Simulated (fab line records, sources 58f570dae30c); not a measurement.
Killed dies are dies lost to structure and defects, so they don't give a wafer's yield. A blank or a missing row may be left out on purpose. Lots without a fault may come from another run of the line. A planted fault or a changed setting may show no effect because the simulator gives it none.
Problem report in the 8D (eight disciplines) form, filled by code | flow berkeley_cmos170 | the parts of the form that need people (team, actions taken, sign-off) are left out

1. THE PROBLEM
PFIELD_TW at UCB170_PFIELD_TW_MEAS_09 reads a mean of 562.5 on 6 wafers of 2 lots; wafers without a fault read 594.8 with a standard deviation of 2.6. That is -12 standard deviations from the usual mean.
First seen on wafer L531.1, day 8 05:43, on film_metro-02. The record holds 42 wafers of 14 lots with a number at this step. Rule for "out", or "out of limits": more than 4 standard deviations from the usual mean. The other wafers with a number count as sound.

2. WHAT IT IS AND WHAT IT IS NOT
question                    | is                     | is not
which readings at this step | PFIELD_TW              | -
which lots                  | L531, L533             | L517, L518, L520, L521, L522, L524, L526, L527, L532, L534, L535, L536
which wafers of those lots  | all that have a number | -
read on which gauges        | film_metro-02          | film_metro-01, film_metro-04
when                        | from day 8 05:43       | up to then (24 sound wafers); but 12 sound wafers of L532, L534, L535, L536 came after

3. SUSPECTS, AND WHAT RULES EACH OUT
Counting: a tool at a process step up to the reading stays a suspect if it ran every lot that is out and no sound lot after the first of them.
- the gauge at UCB170_PFIELD_TW_MEAS_09: ruled out. All the wafers that are out were read on film_metro-02, but those of them that UCB170_PFIELD_IMPLANT_07 has rows for are out there too, on other tools.
- implanter-01 at UCB170_PFIELD_IMPLANT_07: kept. It ran every lot that is out, first L531 (day 8 05:28), and no sound lot after that; its last sound lot up to then is L524 (day 6 13:25). Its own readings are out on those wafers: beam_energy_keV.
Left after counting: implanter-01 at UCB170_PFIELD_IMPLANT_07.

4. THE CAUSE (what the simulator had put in)
Process parameter drift: implanter-01, from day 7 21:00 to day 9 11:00, at UCB170_PFIELD_IMPLANT_07. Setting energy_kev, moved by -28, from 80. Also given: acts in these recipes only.
Counting left only this tool.

5. THE CHAIN OF EFFECTS, in route order
Each row: a reading whose mean over the struck wafers that have a number lies more than 3 standard deviations from the usual. Only readings for which the record gives a usual standard deviation are gone through. hours: the time from each lot's start at the first step in this table that gives one to its start at this step, as a median over the lots. sigmas: the change in usual standard deviations.
hours | step                     | reading         | usual  | on struck wafers | change  | sigmas
0     | UCB170_PFIELD_IMPLANT_07 | beam_energy_keV | 79.998 | 51.978           | -28.020 | -99 or more
0     | UCB170_PFIELD_TW_MEAS_09 | PFIELD_TW       | 594.8  | 562.5            | -32.3   | -12
The process steps in it:
- UCB170_PFIELD_IMPLANT_07

6. WHAT WOULD HAVE CAUGHT IT SOONER
In this record the first reading out of limits at a measuring or inspecting step was taken at day 8 05:43, 9 hours after the fault began at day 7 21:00.
The tool's own readings at UCB170_PFIELD_IMPLANT_07 were out on every struck wafer that the step has a row for (beam_energy_keV): an alarm limit on them would have fired on the first of those.
Of the lots that are out (2), L533 began UCB170_PFIELD_IMPLANT_07 on implanter-01 after day 8 05:43. A hold on the tool at that time would have spared it.
